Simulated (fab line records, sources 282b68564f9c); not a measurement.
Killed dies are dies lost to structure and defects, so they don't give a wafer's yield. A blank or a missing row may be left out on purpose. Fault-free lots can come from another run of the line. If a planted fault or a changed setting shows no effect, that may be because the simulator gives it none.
fab line records	flow rit-cmos
[record] lots = 5	wafers = 15	last-day = 8
route steps=202 shown NLDD@104 PLDD@114
lots with no fault: from the same line, run without faults
start-h: hours from the record's first day to the start of the lot's first wafer shown	wait-h: hours from the lot's prior step to this one	" repeats the value in the row above	L1.1+2: a row that stands for several wafers	- either no value or no given start	* or withheld: withheld	< > ~ a bound
route shown NAME@n: names a module that has steps shown in the file, with the first one's number in the route	usual: mean/standard deviation of fault-free wafers	same: alike in all rows	chamber/n: place in a boat	sites: readings site by site	_std_site: standard deviation across them	_edge_site: mean of outer sites minus mean of inner sites	radius-mm: how far each site lies from the wafer's centre	mask NAME#n: copy n	behind: the last tool/chamber to shape the wafer	hold: why the lot was held/for how many hours/how that ended	device: transistor that didn't switch, given as n, p or np	end of line: tests of these same wafers at the route's end	where a step has no rows: the recipe by itself	killed: not the wafer's yield, but the dies lost to structure and defects at the first sort	map: a wafer's dies, marking killed ones x, the rest . and places with no die _
set.NAME: the run value of the setting; set.NAME@STEP: its run value at that earlier step	model.NAME: the simulator's own value behind a step, which no gauge read
lots at selected steps of the route; one table per step, one row per wafer
services: from which hour (start-h, from the record's first day; less than 0 if before it) a tool's chamber was out of use, for how many hours, and why
[[steps]]
[step RIT_NLDD_COAT_01]
[recipe] resist = NOVOLAK	spin-rpm = 3250	resist-thk-nm = 1000
[usual] chill-plate-temp-C = 22.96/0.11
lot.wafer	tool	chamber	start-h	wait-h	chill-plate-temp-C
L080.1	litho-track-03	0	76.84	0.1	22.92
L080.5	"	0	"	"	22.97
L080.6	"	0	"	"	22.83
L082.2	litho-track-02	0	92.33	0.1	22.99
L082.3	"	0	"	"	22.96
L082.6	"	0	"	"	22.89
L090.1	litho-track-04	0	126.21	0.1	22.81
L090.4	"	0	"	"	23.02
L090.5	"	0	"	"	23.03
L092.1	litho-track-02	0	135.07	0.1	22.90
L092.2	"	0	"	"	22.86
L092.3	"	0	"	"	22.93
L097.3	litho-track-04	0	171.82	0.1	23.02
L097.4	"	0	"	"	22.92
L097.5	"	0	"	"	22.92
[step RIT_NLDD_SOFTBAKE_02]
[recipe] resist = NOVOLAK	temp-c = 90	time-s = 60
[usual] chill-plate-temp-C = 22.99/0.097	heater-power-total-W = 34.56/0.055	plate-temp-C = 90.01/0.14
lot.wafer	tool	chamber	start-h	wait-h	chill-plate-temp-C	heater-power-total-W	plate-temp-C
L080.1	litho-track-03	0	76.99	0.1	22.93	34.61	90.06
L080.5	"	0	"	"	23.21	34.54	89.81
L080.6	"	0	"	"	23.07	34.62	89.98
L082.2	litho-track-02	0	92.48	0.1	23.05	34.51	90.19
L082.3	"	0	"	"	22.87	34.51	90.20
L082.6	"	0	"	"	22.95	34.61	89.96
L090.1	litho-track-04	0	126.36	0.1	23.14	34.54	89.97
L090.4	"	0	"	"	23.02	34.58	90.05
L090.5	"	0	"	"	23.10	34.44	90.06
L092.1	litho-track-02	0	135.22	0.1	23.08	34.52	89.97
L092.2	"	0	"	"	22.92	34.60	89.91
L092.3	"	0	"	"	23.03	34.54	89.79
L097.3	litho-track-04	0	171.97	0.1	22.97	34.57	89.99
L097.4	"	0	"	"	23.05	34.58	89.93
L097.5	"	0	"	"	23.08	34.47	89.91
[step RIT_NLDD_EXPOSE_03]
[recipe] mask-id = M7	na = 0.57	target-cd-nm = 40700	dose-mj = 250
[usual] exposure-dose-mJ-cm2 = 249.99/0.27
lot.wafer	tool	chamber	start-h	wait-h	mask	exposure-dose-mJ-cm2
L080.1	iline-stepper-02	0	77.14	0.1	M7#0	249.95
L080.5	"	0	"	"	M7#0	249.95
L080.6	"	0	"	"	M7#0	249.91
L082.2	iline-stepper-02	0	92.75	0.2	M7#0	250.16
L082.3	"	0	"	"	M7#0	249.62
L082.6	"	0	"	"	M7#0	249.66
L090.1	iline-stepper-01	0	126.64	0.2	M7#0	250.10
L090.4	"	0	"	"	M7#0	250.40
L090.5	"	0	"	"	M7#0	250.13
L092.1	iline-stepper-01	0	135.37	0.1	M7#0	250.03
L092.2	"	0	"	"	M7#0	250.14
L092.3	"	0	"	"	M7#0	250.01
L097.3	iline-stepper-01	0	172.11	0.1	M7#0	250.31
L097.4	"	0	"	"	M7#0	250.24
L097.5	"	0	"	"	M7#0	250.29
[step RIT_NLDD_PEB_04]
[recipe] resist = NOVOLAK	temp-c = withheld	time-s = withheld
[usual] chill-plate-temp-C = *
lot.wafer	tool	chamber	start-h	wait-h	chill-plate-temp-C
L080.1	litho-track-04	0	77.42	0.3	*
L080.5	"	0	"	"	*
L080.6	"	0	"	"	*
L082.2	litho-track-02	0	92.88	0.1	*
L082.3	"	0	"	"	*
L082.6	"	0	"	"	*
L090.1	litho-track-04	0	126.75	0.1	*
L090.4	"	0	"	"	*
L090.5	"	0	"	"	*
L092.1	litho-track-04	0	135.49	0.1	*
L092.2	"	0	"	"	*
L092.3	"	0	"	"	*
L097.3	litho-track-03	0	172.23	0.1	*
L097.4	"	0	"	"	*
L097.5	"	0	"	"	*
[step RIT_NLDD_DEVELOP_05]
[recipe] resist = NOVOLAK	develop-time-s = 50	dev-temp-c = 23
[usual] chill-plate-temp-C = 22.99/0.11
lot.wafer	tool	chamber	start-h	wait-h	chill-plate-temp-C
L080.1	litho-track-04	0	-	-	23.02
L080.5	"	0	"	"	22.86
L080.6	"	0	"	"	23.06
L082.2	litho-track-02	0	-	-	22.85
L082.3	"	0	"	"	23.02
L082.6	"	0	"	"	22.89
L090.1	litho-track-04	0	-	-	23.00
L090.4	"	0	"	"	22.84
L090.5	"	0	"	"	22.84
L092.1	litho-track-04	0	-	-	23.14
L092.2	"	0	"	"	23.22
L092.3	"	0	"	"	23.18
L097.3	litho-track-03	0	-	-	23.02
L097.4	"	0	"	"	22.95
L097.5	"	0	"	"	23.03
[step RIT_NLDD_OVL_MEAS_06]
[usual] NLDD_OVL = 0.0/1.5
lot.wafer	tool	chamber	start-h	wait-h	NLDD_OVL[nm]
L080.1	overlay-02	-	77.70	-	0.5
L080.5	"	-	"	"	0.6
L080.6	"	-	"	"	-1.0
L082.2	overlay-02	-	93.15	-	-0.4
L082.3	"	-	"	"	-0.3
L082.6	"	-	"	"	-1.2
L090.1	overlay-01	-	127.04	-	0.7
L090.4	"	-	"	"	-0.9
L090.5	"	-	"	"	1.3
L092.1	overlay-01	-	135.77	-	-2.3
L092.2	"	-	"	"	-3.2
L092.3	"	-	"	"	-2.6
L097.3	overlay-02	-	172.48	-	-1.9
L097.4	"	-	"	"	1.0
L097.5	"	-	"	"	-0.3
[step RIT_NLDD_HARDBAKE_07]
[recipe] resist = NOVOLAK	temp-c = 140	time-s = 60
[usual] chill-plate-temp-C = 22.99/0.11	heater-power-total-W = 62.55/0.051	plate-temp-C = 139.98/0.14
lot.wafer	tool	chamber	start-h	wait-h	chill-plate-temp-C	heater-power-total-W	plate-temp-C
L080.1	litho-track-02	0	77.93	0.2	22.92	62.46	139.87
L080.5	"	0	"	"	22.84	62.60	139.81
L080.6	"	0	"	"	22.89	62.53	139.78
L082.2	litho-track-02	0	93.20	0.0	23.18	62.60	139.96
L082.3	"	0	"	"	23.29	62.56	140.24
L082.6	"	0	"	"	23.08	62.67	140.09
L090.1	litho-track-04	0	127.07	0.0	22.94	62.56	140.09
L090.4	"	0	"	"	22.99	62.60	139.84
L090.5	"	0	"	"	23.00	62.57	139.80
L092.1	litho-track-03	0	135.81	0.0	23.09	62.58	140.18
L092.2	"	0	"	"	23.26	62.63	139.94
L092.3	"	0	"	"	23.18	62.49	140.10
L097.3	litho-track-04	0	172.55	0.1	23.04	62.53	140.03
L097.4	"	0	"	"	23.00	62.60	139.86
L097.5	"	0	"	"	22.97	62.53	139.84
[step RIT_NLDD_IMPLANT_08]
[recipe] species = P	energy-kev = 20	dose-cm2 = 5e+14	tilt-deg = 7
[usual] beam-on-s = 9.98/0.2
lot.wafer	tool	chamber	start-h	wait-h	beam-on-s
L080.1	implanter-02	0	78.08	0.1	10.19
L080.5	"	0	"	"	10.23
L080.6	"	0	"	"	10.14
L082.2	implanter-02	0	93.35	0.1	10.10
L082.3	"	0	"	"	10.08
L082.6	"	0	"	"	9.69
L090.1	implanter-02	0	127.22	0.1	10.13
L090.4	"	0	"	"	10.11
L090.5	"	0	"	"	10.41
L092.1	implanter-03	0	135.96	0.1	10.03
L092.2	"	0	"	"	9.91
L092.3	"	0	"	"	9.79
L097.3	implanter-03	0	172.70	0.1	9.81
L097.4	"	0	"	"	9.72
L097.5	"	0	"	"	9.90
[step RIT_NLDD_STRIP_09]
[recipe] chemistry = O2	time-s = 180	resist = NOVOLAK	platen-temp-c = withheld	power-w = 500	pressure-mtorr = 4000	o2-flow-sccm = 4000
[usual] drypump-motor-current-A = 5.76/0.2
lot.wafer	tool	chamber	start-h	wait-h	drypump-motor-current-A	rf-hours-counter-h
L080.1	plasma-asher-01	0	78.23	0.1	5.55	43
L080.5	"	1	"	"	6.03	-
L080.6	"	0	"	"	5.55	-
L082.2	plasma-asher-01	0	93.48	0.1	5.55	45
L082.3	"	0	"	"	5.55	-
L082.6	"	1	"	"	6.06	-
L090.1	plasma-asher-04	1	127.37	0.1	5.66	50
L090.4	"	1	"	"	5.68	-
L090.5	"	0	"	"	5.92	-
L092.1	plasma-asher-04	0	136.11	0.1	5.93	51
L092.2	"	1	"	"	5.68	51
L092.3	"	0	"	"	5.92	-
L097.3	plasma-asher-04	1	172.86	0.1	5.69	-
L097.4	"	0	"	"	5.94	-
L097.5	"	0	"	"	5.94	-
[step RIT_NLDD_TW_MEAS_10]
[usual] NLDD_TW = 2486/9.9
lot.wafer	tool	chamber	start-h	wait-h	NLDD_TW
L080.1	film-metro-04	-	78.40	0.1	2500
L080.5	"	-	"	"	2516
L080.6	"	-	"	"	2500
L082.2	film-metro-02	-	93.66	0.1	2479
L082.3	"	-	"	"	2472
L082.6	"	-	"	"	2489
L090.1	film-metro-04	-	127.55	0.1	2484
L090.4	"	-	"	"	2491
L090.5	"	-	"	"	2474
L092.1	film-metro-03	-	136.28	0.1	2494
L092.2	"	-	"	"	2489
L092.3	"	-	"	"	2483
L097.3	film-metro-03	-	173.00	0.1	2487
L097.4	"	-	"	"	2483
L097.5	"	-	"	"	2476
[step RIT_PLDD_HMDS_00]
[recipe] prime-time-s = 60	prime-temp-c = 140
[usual] chill-plate-temp-C = 23.01/0.11
lot.wafer	tool	chamber	start-h	wait-h	chill-plate-temp-C
L080.1	litho-track-01	0	78.46	0.1	23.07
L080.5	"	0	"	"	23.20
L080.6	"	0	"	"	23.22
L082.2	litho-track-04	0	93.74	0.1	23.06
L082.3	"	0	"	"	23.07
L082.6	"	0	"	"	23.18
L090.1	litho-track-04	0	127.61	0.1	23.01
L090.4	"	0	"	"	23.02
L090.5	"	0	"	"	23.07
L092.1	litho-track-03	0	136.34	0.1	23.07
L092.2	"	0	"	"	22.90
L092.3	"	0	"	"	22.96
L097.3	litho-track-01	0	173.09	0.1	22.97
L097.4	"	0	"	"	23.07
L097.5	"	0	"	"	23.05
[step RIT_PLDD_COAT_01]
[recipe] resist = NOVOLAK	spin-rpm = 3250	resist-thk-nm = 1000
[usual] chill-plate-temp-C = 23.01/0.1
lot.wafer	tool	chamber	start-h	wait-h	chill-plate-temp-C
L080.1	litho-track-01	0	78.61	0.1	22.86
L080.5	"	0	"	"	22.77
L080.6	"	0	"	"	22.96
L082.2	litho-track-04	0	93.89	0.1	23.10
L082.3	"	0	"	"	23.09
L082.6	"	0	"	"	23.02
L090.1	litho-track-04	0	127.76	0.1	22.86
L090.4	"	0	"	"	22.99
L090.5	"	0	"	"	22.91
L092.1	litho-track-03	0	136.49	0.1	23.01
L092.2	"	0	"	"	23.07
L092.3	"	0	"	"	23.06
L097.3	litho-track-01	0	173.24	0.1	22.86
L097.4	"	0	"	"	22.91
L097.5	"	0	"	"	22.97
[step RIT_PLDD_SOFTBAKE_02]
[recipe] resist = NOVOLAK	temp-c = 90	time-s = 60
[usual] chill-plate-temp-C = 23.01/0.11	heater-power-total-W = 34.56/0.048	plate-temp-C = 90.02/0.13
lot.wafer	tool	chamber	start-h	wait-h	chill-plate-temp-C	heater-power-total-W	plate-temp-C
L080.1	litho-track-01	0	78.76	0.1	22.95	34.65	90.10
L080.5	"	0	"	"	22.99	34.58	89.87
L080.6	"	0	"	"	22.99	34.53	89.98
L082.2	litho-track-04	0	94.04	0.1	23.04	34.60	90.10
L082.3	"	0	"	"	23.01	34.52	90.29
L082.6	"	0	"	"	23.08	34.56	90.12
L090.1	litho-track-04	0	127.91	0.1	22.96	34.59	90.06
L090.4	"	0	"	"	22.97	34.56	90.01
L090.5	"	0	"	"	22.93	34.54	90.26
L092.1	litho-track-03	0	136.64	0.1	22.79	34.61	90.11
L092.2	"	0	"	"	22.86	34.60	90.33
L092.3	"	0	"	"	22.86	34.48	90.14
L097.3	litho-track-01	0	173.39	0.1	22.91	34.53	89.89
L097.4	"	0	"	"	22.97	34.46	89.99
L097.5	"	0	"	"	22.98	34.62	90.00
[step RIT_PLDD_EXPOSE_03]
[recipe] mask-id = M8	na = 0.57	target-cd-nm = 40900	dose-mj = 250
[usual] exposure-dose-mJ-cm2 = 250.00/0.22
lot.wafer	tool	chamber	start-h	wait-h	mask	exposure-dose-mJ-cm2
L080.1	iline-stepper-02	0	79.04	0.2	M8#0	250.02
L080.5	"	0	"	"	M8#0	250.25
L080.6	"	0	"	"	M8#0	250.43
L082.2	iline-stepper-01	0	94.31	0.2	M8#0	250.25
L082.3	"	0	"	"	M8#0	249.97
L082.6	"	0	"	"	M8#0	250.58
L090.1	iline-stepper-02	0	128.06	0.1	M8#0	250.22
L090.4	"	0	"	"	M8#0	249.76
L090.5	"	0	"	"	M8#0	249.76
L092.1	iline-stepper-02	0	136.79	0.1	M8#0	250.01
L092.2	"	0	"	"	M8#0	250.12
L092.3	"	0	"	"	M8#0	250.12
L097.3	iline-stepper-02	0	173.65	0.2	M8#0	249.95
L097.4	"	0	"	"	M8#0	249.94
L097.5	"	0	"	"	M8#0	249.80
[step RIT_PLDD_PEB_04]
[recipe] resist = NOVOLAK	temp-c = withheld	time-s = withheld
[usual] chill-plate-temp-C = *
lot.wafer	tool	chamber	start-h	wait-h	chill-plate-temp-C
L080.1	litho-track-01	0	79.15	0.1	*
L080.5	"	0	"	"	*
L080.6	"	0	"	"	*
L082.2	litho-track-01	0	94.43	0.1	*
L082.3	"	0	"	"	*
L082.6	"	0	"	"	*
L090.1	litho-track-01	0	128.17	0.1	*
L090.4	"	0	"	"	*
L090.5	"	0	"	"	*
L092.1	litho-track-03	0	136.91	0.1	*
L092.2	"	0	"	"	*
L092.3	"	0	"	"	*
L097.3	litho-track-01	0	173.78	0.1	*
L097.4	"	0	"	"	*
L097.5	"	0	"	"	*
[step RIT_PLDD_DEVELOP_05]
[recipe] resist = NOVOLAK	develop-time-s = 50	dev-temp-c = 23
[usual] chill-plate-temp-C = 23.01/0.12
lot.wafer	tool	chamber	start-h	wait-h	chill-plate-temp-C
L080.1	litho-track-01	0	-	-	22.91
L080.5	"	0	"	"	22.99
L080.6	"	0	"	"	23.05
L082.2	litho-track-01	0	-	-	23.01
L082.3	"	0	"	"	23.00
L082.6	"	0	"	"	22.96
L090.1	litho-track-01	0	-	-	23.26
L090.4	"	0	"	"	23.01
L090.5	"	0	"	"	23.05
L092.1	litho-track-03	0	-	-	23.05
L092.2	"	0	"	"	23.04
L092.3	"	0	"	"	23.09
L097.3	litho-track-01	0	-	-	23.23
L097.4	"	0	"	"	23.26
L097.5	"	0	"	"	23.10
[step RIT_PLDD_OVL_MEAS_06]
[usual] PLDD_OVL = -0.9/1.6
lot.wafer	tool	chamber	start-h	wait-h	PLDD_OVL[nm]
L080.1	overlay-02	-	79.44	-	1.8
L080.5	"	-	"	"	0.6
L080.6	"	-	"	"	1.0
L082.2	overlay-02	-	94.69	-	-0.2
L082.3	"	-	"	"	0.8
L082.6	"	-	"	"	2.0
L090.1	overlay-02	-	128.46	-	-3.2
L090.4	"	-	"	"	-1.6
L090.5	"	-	"	"	-1.6
L092.1	overlay-02	-	137.19	-	0.3
L092.2	"	-	"	"	2.2
L092.3	"	-	"	"	1.8
L097.3	overlay-01	-	174.03	-	-2.4
L097.4	"	-	"	"	-2.3
L097.5	"	-	"	"	-0.4
[step RIT_PLDD_HARDBAKE_07]
[recipe] resist = NOVOLAK	temp-c = 140	time-s = 60
[usual] chill-plate-temp-C = 22.99/0.11	heater-power-total-W = 62.54/0.05	plate-temp-C = 139.97/0.14
lot.wafer	tool	chamber	start-h	wait-h	chill-plate-temp-C	heater-power-total-W	plate-temp-C
L080.1	litho-track-01	0	79.47	0.0	22.89	62.55	139.83
L080.5	"	0	"	"	22.93	62.60	139.83
L080.6	"	0	"	"	23.18	62.60	139.73
L082.2	litho-track-01	0	94.75	0.0	23.08	62.46	139.88
L082.3	"	0	"	"	22.96	62.44	139.86
L082.6	"	0	"	"	23.19	62.52	139.99
L090.1	litho-track-04	0	128.49	0.0	22.84	62.55	139.91
L090.4	"	0	"	"	23.00	62.54	139.82
L090.5	"	0	"	"	23.09	62.47	140.04
L092.1	litho-track-04	0	137.23	0.0	23.05	62.45	139.79
L092.2	"	0	"	"	22.99	62.41	139.90
L092.3	"	0	"	"	22.96	62.55	140.06
L097.3	litho-track-03	0	174.10	0.1	22.73	62.49	140.01
L097.4	"	0	"	"	22.81	62.58	139.92
L097.5	"	0	"	"	22.85	62.53	139.69
[step RIT_PLDD_IMPLANT_08]
[recipe] species = BF2	energy-kev = 20	dose-cm2 = 9.173e+14	tilt-deg = 7
[usual] beam-on-s = 10.00/0.22
lot.wafer	tool	chamber	start-h	wait-h	beam-on-s
L080.1	implanter-04	0	79.62	0.1	9.94
L080.5	"	0	"	"	10.21
L080.6	"	0	"	"	10.26
L082.2	implanter-02	0	94.90	0.1	10.14
L082.3	"	0	"	"	9.99
L082.6	"	0	"	"	10.23
L090.1	implanter-01	0	128.64	0.1	10.06
L090.4	"	0	"	"	9.80
L090.5	"	0	"	"	10.07
L092.1	implanter-04	0	137.38	0.1	10.19
L092.2	"	0	"	"	10.08
L092.3	"	0	"	"	10.18
L097.3	implanter-01	0	174.25	0.1	10.38
L097.4	"	0	"	"	9.96
L097.5	"	0	"	"	9.90
[step RIT_PLDD_STRIP_09]
[recipe] chemistry = O2	time-s = 180	resist = NOVOLAK	platen-temp-c = withheld	power-w = 500	pressure-mtorr = 4000	o2-flow-sccm = 4000
[usual] drypump-motor-current-A = 5.72/0.28
lot.wafer	tool	chamber	start-h	wait-h	drypump-motor-current-A	rf-hours-counter-h
L080.1	plasma-asher-02	1	79.77	0.1	5.67	28
L080.5	"	1	"	"	5.65	-
L080.6	"	0	"	"	5.09	-
L082.2	plasma-asher-01	1	95.02	0.1	6.04	45
L082.3	"	1	"	"	6.05	-
L082.6	"	0	"	"	5.56	-
L090.1	plasma-asher-01	0	128.79	0.1	5.56	49
L090.4	"	0	"	"	5.56	-
L090.5	"	0	"	"	5.55	-
L092.1	plasma-asher-04	0	137.53	0.1	5.92	51
L092.2	"	1	"	"	5.68	51
L092.3	"	0	"	"	5.92	-
L097.3	plasma-asher-01	1	174.41	0.1	6.07	-
L097.4	"	0	"	"	5.56	-
L097.5	"	0	"	"	5.56	-
[step RIT_PLDD_TW_MEAS_10]
[usual] PLDD_TW = 2356/9.1
lot.wafer	tool	chamber	start-h	wait-h	PLDD_TW
L080.1	film-metro-03	-	79.95	0.1	2371
L080.5	"	-	"	"	2374
L080.6	"	-	"	"	2377
L082.2	film-metro-04	-	95.21	0.1	2369
L082.3	"	-	"	"	2369
L082.6	"	-	"	"	2353
L090.1	film-metro-02	-	128.97	0.1	2355
L090.4	"	-	"	"	2354
L090.5	"	-	"	"	2359
L092.1	film-metro-04	-	137.70	0.1	2351
L092.2	"	-	"	"	2355
L092.3	"	-	"	"	2358
L097.3	film-metro-02	-	174.54	0.1	2367
L097.4	"	-	"	"	2363
L097.5	"	-	"	"	2357
[[services]]
tool	chamber	start-h	hours	kind
iline-stepper-01	0	54.26	-	calibration
implanter-02	-	59.27	5.7	repair
implanter-03	-	75.07	5.0	pm
implanter-01	-	94.74	4.1	pm
plasma-asher-02	-	97.46	1.3	repair
implanter-02	-	107.17	1.3	repair
iline-stepper-01	-	107.67	2.1	pm
iline-stepper-01	-	109.76	-	consumable-replace:lamp
iline-stepper-01	-	117.13	4.4	pm
plasma-asher-04	-	125.17	1.5	repair
iline-stepper-02	0	134.74	-	calibration
implanter-04	-	139.13	3.6	pm
plasma-asher-01	-	160.25	2.8	pm
iline-stepper-02	-	169.62	1.7	pm
[[key]]
fault none
